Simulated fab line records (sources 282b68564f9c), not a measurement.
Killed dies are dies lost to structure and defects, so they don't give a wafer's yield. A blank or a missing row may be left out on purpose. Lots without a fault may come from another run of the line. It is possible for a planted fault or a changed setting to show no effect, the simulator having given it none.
Which tool was responsible?    flow ritCmos    13 lots, 39 wafers sampled, at 6 steps of a route of 202

WHAT THE GAUGES READ, wafer by wafer
RIT_NWELL_OVL_MEAS_06.
lot   measured     on          NWELL_OVL (nm)
L808  day 1 20:36  overlay-01  0.3 0.9 3.1
L812  day 2 16:17  overlay-01  1.7 1.8 1.1
L814  day 3 03:46  overlay-02  -0.3 1.2 0.1
L815  day 3 07:30  overlay-02  0.9 1.1 2.2
L819  day 4 03:23  overlay-01  0.9 2.1 0.9
L820  day 4 09:02  overlay-01  1.6 3.2 1.9
L821  day 4 14:10  overlay-02  1.6 -0.2 -1.0
L822  day 4 20:04  overlay-02  0.8 1.3 1.8
L824  day 5 05:02  overlay-01  -1.8 0.5 0.3
L825  day 5 09:28  overlay-02  -1.4 -0.9 -0.1
L826  day 5 15:28  overlay-02  0.3 0.4 0.7
L830  day 6 11:17  overlay-02  -0.8 0.4 0.4
L831  day 6 15:17  overlay-02  -1.7 0.5 -0.6

RIT_CONTACT_CD_MEAS_08: the cd target is 1000 nm.
lot   measured     on        cdNm (nm)
L808  day 3 03:55  cdSem-01  998.5 997.4 998.3
L812  day 4 00:58  cdSem-01  998.8 1000.7 1001.1
L814  day 4 10:01  cdSem-02  997.1 997.4 996.3
L815  day 4 14:22  cdSem-02  1000.5 998.8 998.4
L819  day 5 11:37  cdSem-01  1000.3 1001.6 1000.7
L820  day 5 16:48  cdSem-02  998.2 997.4 996.9
L821  day 5 21:04  cdSem-02  1000.0 1002.1 1002.0
L822  day 6 05:23  cdSem-01  998.9 999.6 998.3
L824  day 6 12:03  cdSem-01  998.4 1000.5 999.5
L825  day 6 17:25  cdSem-02  997.5 999.5 999.2
L826  day 6 22:56  cdSem-02  998.0 999.8 1000.1
L830  day 7 17:53  cdSem-02  1001.1 999.3 997.3
L831  day 7 21:49  cdSem-02  1000.1 997.0 997.1

RIT_M1_RS_MEAS_01: uses a four-point probe to measure.
lot   measured     on            M1_AL_RS (ohm/sq)
L808  day 3 05:22  filmMetro-03  0.0737 0.0743 0.0738
L812  day 4 02:27  filmMetro-04  0.0741 0.0740 0.0737
L814  day 4 11:28  filmMetro-03  0.0739 0.0739 0.0742
L815  day 4 15:55  filmMetro-03  0.0729 0.0730 0.0728
L819  day 5 13:05  filmMetro-02  0.0743 0.0737 0.0730
L820  day 5 18:17  filmMetro-02  0.0739 0.0732 0.0739
L821  day 5 22:32  filmMetro-03  0.0750 0.0747 0.0750
L822  day 6 06:50  filmMetro-03  0.0738 0.0735 0.0739
L824  day 6 13:42  filmMetro-03  0.0736 0.0738 0.0737
L825  day 6 18:53  filmMetro-02  0.0745 0.0741 0.0748
L826  day 7 00:23  filmMetro-02  0.0726 0.0733 0.0731
L830  day 7 19:20  filmMetro-04  0.0702 0.0709 0.0702
L831  day 7 23:16  filmMetro-04  0.0743 0.0749 0.0749

RIT_M1_THK_MEAS_02: measures by xrf.
lot   measured     on            M1_AL_THK (nm)
L808  day 3 05:29  filmMetro-03  398 395 397
L812  day 4 02:34  filmMetro-04  394 395 395
L814  day 4 11:35  filmMetro-03  395 395 391
L815  day 4 16:02  filmMetro-03  399 400 402
L819  day 5 13:13  filmMetro-02  390 390 396
L820  day 5 18:23  filmMetro-02  389 394 389
L821  day 5 22:38  filmMetro-03  390 392 388
L822  day 6 06:58  filmMetro-03  395 395 392
L824  day 6 13:49  filmMetro-03  396 392 394
L825  day 6 18:59  filmMetro-02  387 390 386
L826  day 7 00:29  filmMetro-02  393 389 392
L830  day 7 19:27  filmMetro-04  411 409 412
L831  day 7 23:23  filmMetro-04  392 386 388

WHICH TOOL RAN EACH LOT (tool, then ch and the chambers of the sampled wafers, then the start)
lot   RIT_SILICIDE_SPUTTER_01     RIT_M1_SPUTTER_00
L808  pvdSputter-03, day 3 02:15  pvdSputter-01, day 3 05:04
L812  pvdSputter-03, day 3 23:19  pvdSputter-01, day 4 02:08
L814  pvdSputter-03, day 4 08:19  pvdSputter-01, day 4 11:10
L815  pvdSputter-02, day 4 12:22  pvdSputter-04, day 4 15:38
L819  pvdSputter-02, day 5 10:00  pvdSputter-04, day 5 12:47
L820  pvdSputter-03, day 5 15:09  pvdSputter-01, day 5 17:58
L821  pvdSputter-02, day 5 19:26  pvdSputter-04, day 5 22:11
L822  pvdSputter-03, day 6 03:40  pvdSputter-01, day 6 06:33
L824  pvdSputter-04, day 6 10:20  pvdSputter-01, day 6 13:24
L825  pvdSputter-02, day 6 15:49  pvdSputter-04, day 6 18:34
L826  pvdSputter-03, day 6 21:13  pvdSputter-01, day 7 00:04
L830  pvdSputter-03, day 7 16:16  pvdSputter-01, day 7 19:01
L831  pvdSputter-02, day 7 20:13  pvdSputter-04, day 7 22:58
- RIT_SILICIDE_SPUTTER_01: material Ti, target thk 30 nm, time 233.6 s.
- RIT_M1_SPUTTER_00: material Al, target thk 400 nm, time 500 s.

AS READ BY THE TOOLS THEMSELVES (means over the sampled wafers that have a number; for cases with no such wafer, the mark the record gives instead)
RIT_SILICIDE_SPUTTER_01.
lot   tool           throttleValvePct (%)
L808  pvdSputter-03  30.7
L812  pvdSputter-03  30.3
L814  pvdSputter-03  30.4
L815  pvdSputter-02  30.5
L819  pvdSputter-02  30.5
L820  pvdSputter-03  30.6
L821  pvdSputter-02  31.0
L822  pvdSputter-03  30.4
L824  pvdSputter-04  30.0
L825  pvdSputter-02  30.6
L826  pvdSputter-03  30.3
L830  pvdSputter-03  30.3
L831  pvdSputter-02  31.3

RIT_M1_SPUTTER_00.
lot   tool           throttleValvePct (%)
L808  pvdSputter-01  30.2
L812  pvdSputter-01  30.5
L814  pvdSputter-01  30.4
L815  pvdSputter-04  30.0
L819  pvdSputter-04  29.3
L820  pvdSputter-01  30.5
L821  pvdSputter-04  30.4
L822  pvdSputter-01  30.3
L824  pvdSputter-01  30.2
L825  pvdSputter-04  29.4
L826  pvdSputter-01  30.5
L830  pvdSputter-01  30.9
L831  pvdSputter-04  28.6

THE ANSWER, worked out from the rows above alone
Rule: the lots themselves supply what counts as usual. The widest of any qualifying gaps counts: lots, ordered by their means at a reading, are off when they make up no more than a third of the lots, leave a main group of 4 or more, and stand apart from it by 3 or more times the standard deviation of that group's means. If all means in a main group match to the digits the tables above print for the reading, that group is not used. A lot without any number at a reading at which 4 lots or more have one is off too. Where the step has rows for the other lots, those lots are counted as sound. Order of review: gauges by route order, followed by the tools' own readings, for which a lot's mean as printed above is used. At the first step where some lot is off, the reading lying furthest off is the one used; lots without a number count as furthest.
Off: at RIT_M1_RS_MEAS_01 (M1_AL_RS), L830. The main group: mean 0.0739 ohm/sq, standard deviation 0.00057.
A tool fits if, at a process step before that reading, it ran every lot that is off, and no sound lot after the first of them. Those tools and the gauges at RIT_M1_RS_MEAS_01 are tried in the same way. 2 tools fit, pvdSputter-03 at RIT_SILICIDE_SPUTTER_01 and pvdSputter-01 at RIT_M1_SPUTTER_00, so this cannot tell which one it is.

WHAT THE SIMULATOR HAD PUT IN
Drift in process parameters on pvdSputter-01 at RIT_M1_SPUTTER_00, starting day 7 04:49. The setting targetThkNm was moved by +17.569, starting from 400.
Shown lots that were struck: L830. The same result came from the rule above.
